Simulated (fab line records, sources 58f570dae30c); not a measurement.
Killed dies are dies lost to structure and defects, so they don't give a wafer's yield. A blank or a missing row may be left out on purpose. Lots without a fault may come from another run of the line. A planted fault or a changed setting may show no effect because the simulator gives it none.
Which tool did it? | flow berkeley_cmos170 | 7 lots, 21 wafers sampled, at 2 steps of a route of 331

WHAT THE GAUGES READ, wafer by wafer
UCB170_V2_BOW_MEAS_03.
lot  | measured     | on            | V2_BOW (um)
L813 | day 8 10:59  | film_metro-04 | 23 34 40
L811 | day 8 13:24  | film_metro-01 | 34 48 42
L816 | day 9 06:38  | film_metro-01 | 33 34 25
L819 | day 9 19:28  | film_metro-01 | 35 36 47
L828 | day 11 20:52 | film_metro-01 | 46 38 40
L831 | day 12 09:16 | film_metro-01 | 41 26 24
L833 | day 12 18:04 | film_metro-02 | 40 46 31

WHICH TOOL RAN EACH LOT (tool, then ch and the chambers of the sampled wafers, then the start)
lot  | UCB170_V2_CVD_00
L813 | pecvd-02 ch 0,2, day 8 10:28
L811 | pecvd-04 ch 0,1, day 8 12:47
L816 | pecvd-01 ch 0,1,2, day 9 06:05
L819 | pecvd-02 ch 0,1,2, day 9 18:55
L828 | pecvd-01 ch 0,2, day 11 20:21
L831 | pecvd-01 ch 0,1, day 12 08:45
L833 | pecvd-04 ch 0,1,2, day 12 17:33
- UCB170_V2_CVD_00: deposits SiO2 from TEOS/O2, target thk 2000 nm, time 250 s.

THE ANSWER, worked out from the rows above alone
Rule: what is usual is taken from the lots themselves. Put in order of their means at a reading, lots are off if they are a third of the lots or fewer, leave a main group of 4 or more, and stand apart from it by a gap of 3 or more times the standard deviation of the main group's means; of several such gaps the widest counts. A main group whose means are all the same, to the digits that the tables above print for the reading, isn't used. A lot without any number at a reading at which 4 lots or more have one is off too. The other lots that the step has rows for count as sound.
No lot is off at any reading shown: from this, nothing can be told.

WHAT THE SIMULATOR HAD PUT IN
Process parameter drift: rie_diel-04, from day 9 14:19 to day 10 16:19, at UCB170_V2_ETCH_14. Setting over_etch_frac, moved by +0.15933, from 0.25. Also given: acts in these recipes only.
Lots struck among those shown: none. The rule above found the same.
